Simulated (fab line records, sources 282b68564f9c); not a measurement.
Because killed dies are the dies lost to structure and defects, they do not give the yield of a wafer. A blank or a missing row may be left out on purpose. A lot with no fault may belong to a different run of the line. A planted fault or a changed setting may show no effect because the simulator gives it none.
A struck lot beside a sound one -- flow ritCmos -- 12 steps out of a route of 202
Sound: wafers L600.2, L600.3, L600.5. Struck: wafer L598.4 (left out: L598.2, L598.5 of the same lot, which were not struck); the cause appears at the end.
For every step that has rows: the tool of each side, followed by ch and its chambers, followed by its first start. Under that, the readings that differ: sound wafers -- struck wafers -- difference of the means -- sigmas: that difference in standard deviations of wafers without a fault.
alike: readings whose means differ by less than 2 such deviations, and words and numbers that are the same on both sides. not compared: withheld readings, readings that some wafer has no value for, bounds like >300 that may hide the same value, and numbers for which the record gives no deviation and whose values overlap.
A row with sigmas, a row that says differs or no value, or rows on one side alone: a step with any of these is where the two part. Numbers that have no deviation but don't overlap get no sigmas and don't part them. A reading missing from all wafers of one side parts the sides only when that side holds two or more wafers.

first, 8 steps without rows for these wafers: RIT_ACTIVE_OXIDATION_01 (target thk 46.8 nm, ox time 3360 s); RIT_ACTIVE_CVD_03 (deposits Si3N4 from SiH2Cl2/NH3, target thk 150 nm, time 1500 s); RIT_ACTIVE_HMDS_05 (prime time 60 s); RIT_ACTIVE_COAT_06 (resist thk 1000 nm); RIT_ACTIVE_SOFTBAKE_07 (time 60 s); RIT_ACTIVE_EXPOSE_08 (exposes mask M1, target cd 1400 nm); RIT_ACTIVE_PEB_09; RIT_ACTIVE_DEVELOP_10 (develop time 50 s).
RIT_ACTIVE_CD_MEAS_11: target cd 1400 nm.
  sound on cdSem-02 at day 5 01:18; struck on cdSem-01 at day 4 12:35
reading,sound,struck,difference,sigmas
cdNm (nm),1397.0 1397.8 1399.6,1404.5,+6.4,+3
then, 1 step without rows for these wafers: RIT_ACTIVE_HARDBAKE_12 (time 60 s).
RIT_ACTIVE_ETCH_13: etches Si3N4 in SF6, stops on SiO2, time 210 s, target depth 210 nm.
  sound on rieDiel-01 ch 0,1,2, day 5 01:33; struck on rieDiel-03 ch 2, day 4 12:50
reading,sound,struck,difference,sigmas
rfFwdPowerW (W),124.6 124.2 124.1,174.4,+50.1,+99 or more
model.NOVOLAK_of_ACTIVE_COAT_06.thkNm (nm),660 655 656,564,-93,
model.ACTIVE.featureDepthNm (nm),147.8 150.4 149.9,193.2,+43.8,
model.SiO2_of_ACTIVE_OXIDATION_01.thkNm (nm),42.17 42.51 43.21,0,-43,
  alike: drypumpMotorCurrentA, oesProductAu, throttleValvePct
  not compared: rfHoursCounterH
RIT_ACTIVE_STRIP_14: strips in O2, time 180 s.
  sound on plasmaAsher-04 ch 1, day 5 01:41; struck on plasmaAsher-03 ch 1, day 4 12:58
  alike: drypumpMotorCurrentA
  not compared: rfHoursCounterH

## WHERE THEY PART
Earliest at RIT_ACTIVE_CD_MEAS_11; latest, in this record, at RIT_ACTIVE_ETCH_13. Later steps at which nothing parts them and some readings are alike: RIT_ACTIVE_STRIP_14.

WHY: what the simulator had put in
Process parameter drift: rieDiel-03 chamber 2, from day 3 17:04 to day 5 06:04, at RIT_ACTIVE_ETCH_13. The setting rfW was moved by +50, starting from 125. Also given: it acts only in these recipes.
